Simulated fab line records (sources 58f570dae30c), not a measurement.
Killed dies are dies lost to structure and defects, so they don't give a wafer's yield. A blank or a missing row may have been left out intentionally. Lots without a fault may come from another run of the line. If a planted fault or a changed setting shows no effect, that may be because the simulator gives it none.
Which tool was responsible? ; flow berkeley_cmos170 ; 42 wafers from 14 lots sampled at 6 of the route's 331 steps

== WHAT THE GAUGES READ, wafer by wafer ==
UCB170_SILICIDE_RS_MEAS_02: a four-point-probe measurement.
lot;measured;on;SILICIDE_TI_RS (ohm/sq)
L409;day 8 12:08;film_metro-01;25.91 26.06 25.78
L408;day 8 12:25;film_metro-01;26.26 25.76 26.48
L410;day 9 06:23;film_metro-01;25.77 25.93 25.90
L411;day 9 11:08;film_metro-01;25.79 25.74 25.57
L413;day 9 11:40;film_metro-01;26.50 26.31 26.27
L416;day 9 21:18;film_metro-01;26.10 26.01 25.83
L415;day 10 00:26;film_metro-01;26.28 26.05 26.32
L417;day 10 14:29;film_metro-01;26.42 25.84 25.88
L418;day 10 16:02;film_metro-01;25.92 25.89 26.25
L419;day 10 16:16;film_metro-04;26.04 25.99 26.26
L420;day 10 23:19;film_metro-04;26.00 26.10 25.77
L423;day 11 05:20;film_metro-03;26.29 25.62 25.90
L422;day 11 05:32;film_metro-03;26.27 25.81 26.05
L427;day 12 02:37;film_metro-04;26.45 26.20 26.10

UCB170_M1_CD_MEAS_90: the cd target is 700 nm.
lot;measured;on;cd_nm (nm)
L409;day 8 19:10;cd_sem-01;694.2 695.9 701.9
L408;day 8 20:26;cd_sem-01;701.7 698.6 700.7
L410;day 9 13:34;cd_sem-02;698.2 700.0 701.6
L411;day 9 18:17;cd_sem-01;694.6 693.5 697.8
L413;day 9 19:38;cd_sem-01;694.8 700.8 698.3
L416;day 10 06:47;cd_sem-01;697.9 694.9 698.3
L415;day 10 09:47;cd_sem-01;697.4 698.6 700.1
L417;day 10 23:45;cd_sem-02;699.5 698.0 699.5
L418;day 10 23:53;cd_sem-01;699.1 697.0 697.2
L419;day 11 00:43;cd_sem-01;687.1 686.5 686.5
L420;day 11 06:53;cd_sem-02;700.9 701.4 699.6
L423;day 11 12:14;cd_sem-02;703.5 702.1 702.9
L422;day 11 14:00;cd_sem-01;685.2 687.0 686.9
L427;day 12 10:23;cd_sem-02;698.2 700.6 700.3

== WHAT TOOL EACH LOT RAN ON (gives the tool, then ch and the chambers of the sampled wafers, and finally the start) ==
lot;UCB170_SDANNEAL_RTA_00;UCB170_M1_ETCH_11;UCB170_M1_METAL_ETCH_12;UCB170_M1_STRIP_13
L409;rtp_anneal-01 ch 0, day 8 11:23;rie_diel-02 ch 2,3, day 8 18:52;rie_metal-02 ch 0,1, day 8 18:56;plasma_asher-04 ch 0,1, day 8 19:04
L408;rtp_anneal-02 ch 0, day 8 11:32;rie_diel-04 ch 0,3, day 8 20:09;rie_metal-02 ch 0,1, day 8 20:12;plasma_asher-03 ch 0,1, day 8 20:20
L410;rtp_anneal-02 ch 0, day 9 05:41;rie_diel-02 ch 1,3, day 9 13:16;rie_metal-02 ch 0,1, day 9 13:19;plasma_asher-03 ch 0,1, day 9 13:26
L411;rtp_anneal-02 ch 0, day 9 10:23;rie_diel-03 ch 2,3, day 9 17:58;rie_metal-04 ch 0,1, day 9 18:03;plasma_asher-03 ch 0,1, day 9 18:10
L413;rtp_anneal-02 ch 0, day 9 10:49;rie_diel-03 ch 0,2,3, day 9 19:22;rie_metal-02 ch 0,1, day 9 19:24;plasma_asher-01 ch 0,1, day 9 19:32
L416;rtp_anneal-02 ch 0, day 9 20:35;rie_diel-03 ch 1,2,3, day 10 06:30;rie_metal-04 ch 0,1, day 10 06:32;plasma_asher-01 ch 1, day 10 06:40
L415;rtp_anneal-01 ch 0, day 9 23:44;rie_diel-02 ch 1,2, day 10 09:31;rie_metal-02 ch 0, day 10 09:33;plasma_asher-03 ch 0,1, day 10 09:41
L417;rtp_anneal-02 ch 0, day 10 13:40;rie_diel-03 ch 0,1,2, day 10 23:20;rie_metal-02 ch 0, day 10 23:23;plasma_asher-04 ch 0,1, day 10 23:39
L418;rtp_anneal-02 ch 0, day 10 15:19;rie_diel-02 ch 1,2,3, day 10 23:35;rie_metal-04 ch 0, day 10 23:38;plasma_asher-03 ch 0,1, day 10 23:46
L419;rtp_anneal-01 ch 0, day 10 15:33;rie_diel-02 ch 1,2,3, day 11 00:17;rie_metal-02 ch 0, day 11 00:22;plasma_asher-04 ch 0,1, day 11 00:35
L420;rtp_anneal-01 ch 0, day 10 22:35;rie_diel-02 ch 0,2,3, day 11 06:25;rie_metal-03 ch 0, day 11 06:36;plasma_asher-04 ch 0,1, day 11 06:46
L423;rtp_anneal-02 ch 0, day 11 04:33;rie_diel-04 ch 0,1,2, day 11 11:55;rie_metal-03 ch 0,1, day 11 11:59;plasma_asher-04 ch 0,1, day 11 12:07
L422;rtp_anneal-01 ch 0, day 11 04:49;rie_diel-03 ch 0,1,3, day 11 13:29;rie_metal-02 ch 0, day 11 13:37;plasma_asher-04 ch 0,1, day 11 13:50
L427;rtp_anneal-02 ch 0, day 12 01:55;rie_diel-04 ch 0,1, day 12 10:05;rie_metal-03 ch 0,1, day 12 10:08;plasma_asher-04 ch 0,1, day 12 10:16
- UCB170_SDANNEAL_RTA_00: time 10 s.
- UCB170_M1_ETCH_11: etches BARC in N2/H2.
- UCB170_M1_METAL_ETCH_12: etches Al in Cl2/BCl3, stops on PSG, target depth 780 nm, time 130 s.
- UCB170_M1_STRIP_13: strips in O2.

== WHAT THE TOOLS THEMSELVES READ (means of the sampled wafers that have a number; where no wafer has one, the mark that the record gives instead) ==
UCB170_SDANNEAL_RTA_00.
lot;tool;lamp_power_pct (%);wafer_temp_C_max
L409;rtp_anneal-01;24.9;902.0
L408;rtp_anneal-02;29.8;906.0
L410;rtp_anneal-02;29.8;905.6
L411;rtp_anneal-02;29.8;904.4
L413;rtp_anneal-02;29.8;904.2
L416;rtp_anneal-02;29.9;904.1
L415;rtp_anneal-01;25.0;902.4
L417;rtp_anneal-02;29.9;904.5
L418;rtp_anneal-02;29.9;903.9
L419;rtp_anneal-01;25.0;902.0
L420;rtp_anneal-01;25.0;902.2
L423;rtp_anneal-02;29.8;905.1
L422;rtp_anneal-01;25.0;902.7
L427;rtp_anneal-02;29.9;903.2

UCB170_M1_ETCH_11.
lot;tool;bias_w (W);drypump_motor_current_A (A);oes_product_au (a.u.);throttle_valve_pct (%)
L409;rie_diel-02;100.0;5.9;0.996;13.39
L408;rie_diel-04;100.1;5.3;1.003;13.40
L410;rie_diel-02;99.7;5.4;0.993;13.35
L411;rie_diel-03;100.1;6.1;1.001;13.54
L413;rie_diel-03;99.9;6.0;1.005;13.51
L416;rie_diel-03;99.9;6.1;0.993;13.32
L415;rie_diel-02;100.1;5.4;0.995;13.42
L417;rie_diel-03;100.2;6.5;0.988;13.38
L418;rie_diel-02;99.8;5.7;1.001;13.40
L419;rie_diel-02;100.1;5.7;0.991;13.41
L420;rie_diel-02;99.6;6.0;0.998;13.38
L423;rie_diel-04;99.8;5.6;0.996;13.16
L422;rie_diel-03;99.8;6.0;1.001;13.29
L427;rie_diel-04;99.7;5.4;0.993;13.32

UCB170_M1_METAL_ETCH_12.
lot;tool;bias_w (W);drypump_motor_current_A (A);oes_product_au (a.u.);throttle_valve_pct (%)
L409;rie_metal-02;120.5;5.5;0.856;24.21
L408;rie_metal-02;120.1;5.5;0.857;24.22
L410;rie_metal-02;119.6;5.4;0.868;24.34
L411;rie_metal-04;119.8;5.1;0.871;23.97
L413;rie_metal-02;120.3;5.4;0.866;24.35
L416;rie_metal-04;120.0;5.1;0.871;23.97
L415;rie_metal-02;120.0;5.6;0.850;24.10
L417;rie_metal-02;119.8;5.6;0.846;24.10
L418;rie_metal-04;119.8;5.3;0.866;23.87
L419;rie_metal-02;120.0;5.6;0.726;24.17
L420;rie_metal-03;120.1;6.1;0.845;23.95
L423;rie_metal-03;120.0;6.5;0.852;24.24
L422;rie_metal-02;119.8;5.6;0.734;24.16
L427;rie_metal-03;119.9;6.3;0.847;24.08

UCB170_M1_STRIP_13.
lot;tool;drypump_motor_current_A (A);oes_product_au (a.u.)
L409;plasma_asher-04;5.31;0.722
L408;plasma_asher-03;5.49;0.719
L410;plasma_asher-03;5.66;0.719
L411;plasma_asher-03;5.66;0.714
L413;plasma_asher-01;5.74;0.720
L416;plasma_asher-01;5.56;0.721
L415;plasma_asher-03;5.70;0.717
L417;plasma_asher-04;5.31;0.718
L418;plasma_asher-03;5.50;0.724
L419;plasma_asher-04;5.39;0.596
L420;plasma_asher-04;5.41;0.715
L423;plasma_asher-04;5.31;0.720
L422;plasma_asher-04;5.39;0.594
L427;plasma_asher-04;5.31;0.724

== THE ANSWER, worked out from the rows above alone ==
Rule: usual is defined by the lots themselves. The widest of any qualifying gaps counts: lots, ordered by their means at a reading, are off when they make up no more than a third of the lots, leave a main group of 4 or more, and stand apart from it by 3 or more times the standard deviation of that group's means. If all means in a main group match to the digits the tables above print for the reading, that group is not used. A lot without any number at a reading at which 4 lots or more have one is off too. Any other lot the step has rows for is counted as sound. Order of review: gauges by route order, followed by the tools' own readings, for which a lot's mean as printed above is used. The first step at which some lot is off is used, and at that step the reading that is off furthest; a lot without a number counts as furthest.
Off: L419, L422, at UCB170_M1_CD_MEAS_90 (cd_nm). Main group: mean 698.9 nm, sd 1.9.
If a tool, at a process step before that reading, ran all the lots that are off and no sound lot after the first of them, it fits. Not tried: the gauges at UCB170_M1_CD_MEAS_90; whatever is off there is also off at UCB170_M1_METAL_ETCH_12, on other tools, and gauge error can't account for it. One candidate fits, namely rie_metal-02 at UCB170_M1_METAL_ETCH_12. A fault onset in the window from L417 (day 10 23:23, its last sound lot) to L419 (day 11 00:22, its first lot off) fits.
On the lots that are off, the tool's own readings at UCB170_M1_METAL_ETCH_12 differ by more than 5 times the standard deviation of the sound lots' means, which bears it out; oes_product_au reads 0.730 a.u. there versus 0.858 a.u. on the sound lots.

== WHAT THE SIMULATOR PUT IN ==
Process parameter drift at UCB170_M1_METAL_ETCH_12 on rie_metal-02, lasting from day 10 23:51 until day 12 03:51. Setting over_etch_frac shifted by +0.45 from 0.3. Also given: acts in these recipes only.
Struck lots among those shown: L419, L422. The rule above reached the same finding.
